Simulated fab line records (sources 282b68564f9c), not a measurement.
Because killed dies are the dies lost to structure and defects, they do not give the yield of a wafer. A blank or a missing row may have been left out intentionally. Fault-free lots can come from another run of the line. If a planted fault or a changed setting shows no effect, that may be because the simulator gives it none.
Which tool is to blame? | flow rit-cmos | Sampling: 13 lots, 39 wafers, 5 of 202 route steps

## WHAT EACH GAUGE READ, for each wafer
RIT_PRETRO_OVL_MEAS_06. Usual: PRETRO_OVL typically reads 0.2 nm, with standard deviation 1.5.
lot  | measured    | on         | PRETRO_OVL (nm) | flag
L457 | day 2 12:04 | overlay-01 | 1.9 2.6 2.9     |
L458 | day 2 17:12 | overlay-02 | -0.3 0.5 -0.3   |
L459 | day 2 22:33 | overlay-02 | -3.5 0.9 -1.4   |
L461 | day 3 06:00 | overlay-01 | -1.4 0.3 -0.3   |
L462 | day 3 13:41 | overlay-01 | 1.8 2.9 -0.6    |
L465 | day 4 01:31 | overlay-02 | 0.4 0.9 -1.4    |
L466 | day 4 08:52 | overlay-02 | 1.3 3.1 -0.5    |
L470 | day 5 06:29 | overlay-01 | -1.4 1.0 -1.8   |
L471 | day 5 10:25 | overlay-02 | 1.0 0.9 1.2     |
L472 | day 5 13:04 | overlay-02 | 2.4 2.2 -0.5    |
L476 | day 6 10:05 | overlay-02 | 0.1 -0.9 0.7    |
L478 | day 6 18:24 | overlay-02 | 1.3 0.6 0.1     |
L479 | day 7 00:12 | overlay-02 | -1.1 -1.2 -1.5  |

RIT_SPACER_THK_MEAS_04. Usual: SPACER_NITRIDE_THK typically reads 249.3 nm, with standard deviation 2.1.
lot  | measured    | on            | SPACER_NITRIDE_THK (nm)             | flag
L457 | day 3 09:21 | film-metro-03 | 249.0 249.6 248.2                   |
L458 | day 3 12:28 | film-metro-01 | 253.3 253.0 252.7                   |
L459 | day 3 18:58 | film-metro-03 | 249.8 253.5 250.7                   |
L461 | day 3 23:31 | film-metro-03 | 250.5 254.3 251.1                   |
L462 | day 4 08:29 | film-metro-03 | 246.3 248.7 247.9                   |
L465 | day 4 21:55 | film-metro-03 | 356.5 359.6 356.6 356.8 359.4 356.4 | OFF
L466 | day 5 05:56 | film-metro-04 | 247.3 247.1 244.8                   |
L470 | day 5 23:52 | film-metro-04 | 245.5 247.1 247.6                   |
L471 | day 6 07:20 | film-metro-04 | 248.6 251.3 247.4                   |
L472 | day 6 07:09 | film-metro-01 | 250.7 251.9 250.5                   |
L476 | day 7 03:37 | film-metro-04 | 250.8 250.6 251.6                   |
L478 | day 7 10:37 | film-metro-03 | 247.0 247.0 247.4                   |
L479 | day 7 20:07 | film-metro-03 | 250.1 247.0 250.4                   |

RIT_SDANNEAL_RS_MEAS_06: a four-point-probe measurement. Usual: PLDD_RS typically reads 178.8 ohm/sq, with standard deviation 0.46.
lot  | measured    | on            | PLDD_RS (ohm/sq)  | flag
L457 | day 3 13:06 | film-metro-04 | 178.1 178.6 178.0 |
L458 | day 3 16:19 | film-metro-02 | 179.9 179.1 179.1 |
L459 | day 3 23:09 | film-metro-04 | 178.3 178.4 178.2 |
L461 | day 4 03:23 | film-metro-02 | 178.6 179.0 178.5 |
L462 | day 4 12:12 | film-metro-04 | 179.2 178.8 178.0 |
L466 | day 5 09:40 | film-metro-02 | 177.9 178.2 177.9 |
L470 | day 6 03:43 | film-metro-04 | 179.3 179.4 179.2 |
L471 | day 6 11:36 | film-metro-04 | 179.0 179.5 179.6 |
L472 | day 6 11:08 | film-metro-03 | 178.9 178.6 179.3 |
L476 | day 7 07:43 | film-metro-04 | 179.1 179.1 179.2 |
L478 | day 7 14:33 | film-metro-04 | 178.6 178.5 178.7 |
L479 | day 8 00:05 | film-metro-02 | 179.7 179.4 179.7 |

## WHAT TOOL EACH LOT RAN ON (gives the tool, then ch and the chambers of the sampled wafers, and finally the start)
lot  | RIT_SPACER_CVD_03          | RIT_SPACER_ETCHBACK_05
L457 | lpcvd-01 ch 1, day 3 07:24 | rie-diel-03 ch 1,2,3, day 3 09:23
L458 | lpcvd-02 ch 1, day 3 10:32 | rie-diel-01 ch 0,1,3, day 3 12:31
L459 | lpcvd-01 ch 1, day 3 17:02 | rie-diel-03 ch 0,3, day 3 19:01
L461 | lpcvd-02 ch 0, day 3 21:35 | rie-diel-01 ch 1,2,3, day 3 23:34
L462 | lpcvd-01 ch 1, day 4 05:37 | rie-diel-02 ch 2,3, day 4 08:32
L465 | lpcvd-01 ch 1, day 4 19:59 | -
L466 | lpcvd-02 ch 0, day 5 04:00 | rie-diel-02 ch 1,2, day 5 05:58
L470 | lpcvd-01 ch 0, day 5 21:56 | rie-diel-03 ch 1,3, day 5 23:55
L471 | lpcvd-02 ch 1, day 6 04:28 | rie-diel-03 ch 0,1, day 6 07:24
L472 | lpcvd-01 ch 0, day 6 05:14 | rie-diel-01 ch 0,1, day 6 07:13
L476 | lpcvd-02 ch 1, day 7 01:42 | rie-diel-02 ch 0,2,3, day 7 03:41
L478 | lpcvd-02 ch 1, day 7 08:42 | rie-diel-02 ch 0,2,3, day 7 10:40
L479 | lpcvd-02 ch 1, day 7 18:13 | rie-diel-03 ch 0,2,3, day 7 20:11
- RIT_SPACER_CVD_03: deposits Si3N4 from SiH2Cl2/NH3, target thk 250 nm, time 3300 s.
- RIT_SPACER_ETCHBACK_05: etches Si3N4 in SF6/CHF3, stops on SiO2, target depth 250 nm, time 240 s.

## AS READ BY THE TOOLS THEMSELVES (means over the sampled wafers that have a number; for cases with no such wafer, the mark the record gives instead)
RIT_SPACER_CVD_03. Usual: spike-tc-centre-C 812.1 C, standard deviation 1.8; spike-tc-load-C 832.1 C, standard deviation 2; spike-tc-source-C 831.3 C, standard deviation 2.6; zone-power-centre-pct 38.8 %, standard deviation 2.8; zone-power-load-pct 22.1 %, standard deviation 1.6; zone-power-source-pct 19.1 %, standard deviation 2.3.
lot  | tool     | spike-tc-centre-C (C) | spike-tc-load-C (C) | spike-tc-source-C (C) | zone-power-centre-pct (%) | zone-power-load-pct (%) | zone-power-source-pct (%) | flag
L457 | lpcvd-01 | 813.2                 | 833.3               | 828.6                 | 40.4                      | 20.8                    | 20.9                      |
L458 | lpcvd-02 | 809.1                 | 833.0               | 834.4                 | 36.4                      | 23.8                    | 18.6                      |
L459 | lpcvd-01 | 814.4                 | 832.8               | 827.8                 | 40.9                      | 20.9                    | 20.8                      |
L461 | lpcvd-02 | 812.7                 | 835.4               | 833.3                 | 34.1                      | 19.3                    | 22.4                      |
L462 | lpcvd-01 | 814.2                 | 832.4               | 827.9                 | 41.0                      | 20.8                    | 21.2                      |
L465 | lpcvd-01 | 833.9                 | 853.8               | 848.7                 | 41.5                      | 22.3                    | 22.4                      | OFF
L466 | lpcvd-02 | 811.3                 | 834.0               | 833.1                 | 34.4                      | 19.2                    | 22.2                      |
L470 | lpcvd-01 | 812.7                 | 828.8               | 831.6                 | 41.5                      | 22.9                    | 15.9                      |
L471 | lpcvd-02 | 808.9                 | 832.2               | 833.5                 | 36.6                      | 23.9                    | 18.6                      |
L472 | lpcvd-01 | 812.6                 | 829.1               | 829.7                 | 41.7                      | 23.0                    | 15.8                      |
L476 | lpcvd-02 | 809.5                 | 832.4               | 834.7                 | 36.5                      | 24.0                    | 18.5                      |
L478 | lpcvd-02 | 810.0                 | 832.2               | 833.8                 | 36.3                      | 23.9                    | 18.4                      |
L479 | lpcvd-02 | 810.5                 | 833.0               | 833.7                 | 36.0                      | 24.1                    | 18.3                      |

RIT_SPACER_ETCHBACK_05. Usual: chamber-pressure-mTorr 40.00 mTorr, standard deviation 0.037; drypump-motor-current-A 5.9 A, standard deviation 0.54; oes-product-au 0.838 a.u., standard deviation 0.015; throttle-valve-pct 10.21 %, standard deviation 0.14.
lot  | tool        | chamber-pressure-mTorr (mTorr) | drypump-motor-current-A (A) | oes-product-au (a.u.) | throttle-valve-pct (%) | flag
L457 | rie-diel-03 | 39.99                          | 6.1                         | 0.843                 | 10.22                  |
L458 | rie-diel-01 | 39.96                          | 5.8                         | 0.855                 | 10.23                  |
L459 | rie-diel-03 | 40.04                          | 6.6                         | 0.857                 | 10.22                  |
L461 | rie-diel-01 | 40.00                          | 6.0                         | 0.855                 | 10.15                  |
L462 | rie-diel-02 | 39.94                          | 5.7                         | 0.815                 | 10.27                  |
L466 | rie-diel-02 | 40.02                          | 5.7                         | 0.817                 | 10.26                  |
L470 | rie-diel-03 | 39.97                          | 6.1                         | 0.835                 | 10.16                  |
L471 | rie-diel-03 | 40.01                          | 6.2                         | 0.841                 | 10.04                  |
L472 | rie-diel-01 | 39.96                          | 5.6                         | 0.837                 | 10.21                  |
L476 | rie-diel-02 | 40.02                          | 5.3                         | 0.839                 | 10.27                  |
L478 | rie-diel-02 | 40.03                          | 5.3                         | 0.821                 | 10.26                  |
L479 | rie-diel-03 | 40.01                          | 6.3                         | 0.854                 | 10.27                  |

## THE ANSWER, worked out from the rows above alone
Rule: take the mean of a lot's wafers that have a number; if it is more than 3 standard deviations from the usual mean, the lot is off. Also off: a lot with no number at a reading for which 4 or more lots have one. All remaining lots with rows at the step are treated as sound. First the gauges in route order, then the tools' own readings, where a lot's mean is used as printed above. At the first step where some lot is off, the reading lying furthest off is the one used; lots without a number count as furthest.
Off: L465, seen at RIT_SPACER_THK_MEAS_04 (SPACER_NITRIDE_THK).
If a tool, at a process step before that reading, ran all the lots that are off and no sound lot after the first of them, it fits. Not tried: the gauges at RIT_SPACER_THK_MEAS_04; whatever is off there is also off at RIT_SPACER_CVD_03, on other tools, and gauge error can't account for it. No candidate that was tried fits.

## WHAT WAS PUT IN BY THE SIMULATOR
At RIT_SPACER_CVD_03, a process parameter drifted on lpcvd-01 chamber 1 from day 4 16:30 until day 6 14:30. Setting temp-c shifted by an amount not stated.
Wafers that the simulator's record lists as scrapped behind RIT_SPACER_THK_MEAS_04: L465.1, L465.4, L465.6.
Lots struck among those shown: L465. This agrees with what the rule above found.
